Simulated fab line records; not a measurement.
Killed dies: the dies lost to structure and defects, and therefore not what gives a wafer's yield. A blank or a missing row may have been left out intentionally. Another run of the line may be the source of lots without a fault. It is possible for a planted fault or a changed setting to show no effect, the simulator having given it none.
A lot that was struck, set against a sound lot -- flow berkeley cmos170 -- 21 out of 331 route steps
Sound: the wafers L918.1, L918.3, L918.5. Wafers struck: L930.1, L930.2, L930.3. At the end, the cause is stated.
Each step with rows lists, per side, the tool, then ch with its chambers, then its first start. Under that, the readings that differ: sound wafers -- struck wafers -- difference of the means -- sigmas: that difference in standard deviations of wafers without a fault.
alike: same words and numbers on both sides, and readings whose means sit less than 2 such deviations apart. not compared: any withheld reading, any reading some wafer has no value for, any bound like >300 that may hide the same value, and any number with overlapping values for which the record gives no deviation.
The two part at a step that has a row with sigmas, a row that says differs or no value, or rows on one side only. Numbers that have no deviation but don't overlap get no sigmas and don't part them. A reading that every wafer of one side lacks parts them only if that side has two wafers or more.

first, 1 step without rows for these wafers: UCB170_M3_PRE_CLEAN_00 (preclean etch time 60 s).
UCB170_M3_SPUTTER_01: material Al, target thk 900 nm, time 120 s.
  sound: pvd sputter-04 at day 11 18:04; struck: pvd sputter-03 at day 13 11:15
  alike: throttle valve pct
UCB170_M3_RS_MEAS_02: the measuring method here is four-point-probe.
  sound: film metro-03 at day 11 18:09; struck: film metro-02 at day 13 11:20
  alike: M3_AL_RS
UCB170_M3_THK_MEAS_03: measures by xrf.
  sound: film metro-03 at day 11 18:16; struck: film metro-02 at day 13 11:28
  alike: M3_AL_THK
then, 3 steps without rows for these wafers: UCB170_M3_HMDS_04 (prime time 60 s); UCB170_M3_COAT_05 (resist thk 900 nm); UCB170_M3_SOFTBAKE_06 (time 60 s).
UCB170_M3_STRIP_07: strips in O2.
  sound on plasma asher-02 ch 0,1, day 11 19:29; struck on plasma asher-04 ch 0,1, day 13 11:58
  alike: drypump motor current A, oes product au, strip time to endpoint s
  not compared: rf hours counter h
then, 4 steps without rows for these wafers: UCB170_M3_STRIP_08 (strips KrF in DMSO, time 600 s); UCB170_M3_COAT_09; UCB170_M3_COAT_10 (resist thk 900 nm); UCB170_M3_SOFTBAKE_11 (time 60 s).
UCB170_M3_EXPOSE_12: exposes mask METAL3, target cd 700 nm.
  sound on krf scanner-02 ch 0, day 11 20:37; struck on krf scanner-01 ch 0, day 13 13:02
reading,sound,struck,difference,sigmas
exposure dose mJ cm2,26.03 25.97 25.99,27.15 27.17 27.18,+1.17,+6
  alike: mask
then, 2 steps without rows for these wafers: UCB170_M3_PEB_13; UCB170_M3_DEVELOP_14 (develop time 45 s).
UCB170_M3_CD_MEAS_15 targets a cd of 700 nm.
  sound: cd sem-02 at day 11 21:19; struck: cd sem-01 at day 13 13:44
reading,sound,struck,difference,sigmas
cd nm (nm),702.4 701.6 700.3,693.3 695.9 694.1,-7.0,-4
  not compared: hold
UCB170_M3_OVL_MEAS_16:
  sound: overlay-02 at day 11 21:26; struck: overlay-01 at day 13 15:51
reading,sound,struck,difference,sigmas
hold,- - -,await dispo/2.0h/release await dispo/2.0h/release await dispo/2.0h/release,no value on the sound wafers,
  alike: M3_OVL
UCB170_M3_ETCH_17: etches BARC in N2/H2.
  sound on rie diel-01 ch 0,1, day 11 21:28; struck on rie diel-01 ch 0,1,2, day 13 15:53
reading,sound,struck,difference,sigmas
model.M3.cd nm (nm),702.8 702 700,694.3 696.1 694.2,-6.7,
  alike: drypump motor current A, oes product au, throttle valve pct
UCB170_M3_METAL_ETCH_18: etches Al in Cl2/BCl3, stops on SiO2, target depth 1170 nm, time 195 s.
  sound on rie metal-02 ch 0, day 11 21:31; struck on rie metal-04 ch 0,1, day 13 15:56
reading,sound,struck,difference,sigmas
drypump motor current A (A),4.8 4.8 4.8,6.0 5.9 5.9,+1.1,+2
model.M3.cd nm (nm),703.3 704 700.5,699.5 695.4 694.8,-6.0,
  alike: bcl3 flow sccm, oes product au, throttle valve pct
  not compared: rf hours counter h
UCB170_M3_STRIP_19: strips in O2.
  sound on plasma asher-02 ch 1, day 11 21:53; struck on plasma asher-02 ch 0,1, day 13 16:07
  alike: drypump motor current A, oes product au
  not compared: rf hours counter h
UCB170_M3_PROBE_99:
  rows exist in the record for the struck wafers here (prober-02, day 13 16:28), but not for the sound ones

== WHERE THEY PART ==
Last at UCB170_M3_PROBE_99 as far as this record goes, first at UCB170_M3_EXPOSE_12.

WHY: the cause the simulator had injected
Process parameter drift: krf scanner-01, from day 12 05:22 on, at UCB170_M3_EXPOSE_12. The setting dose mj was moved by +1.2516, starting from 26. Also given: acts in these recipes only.
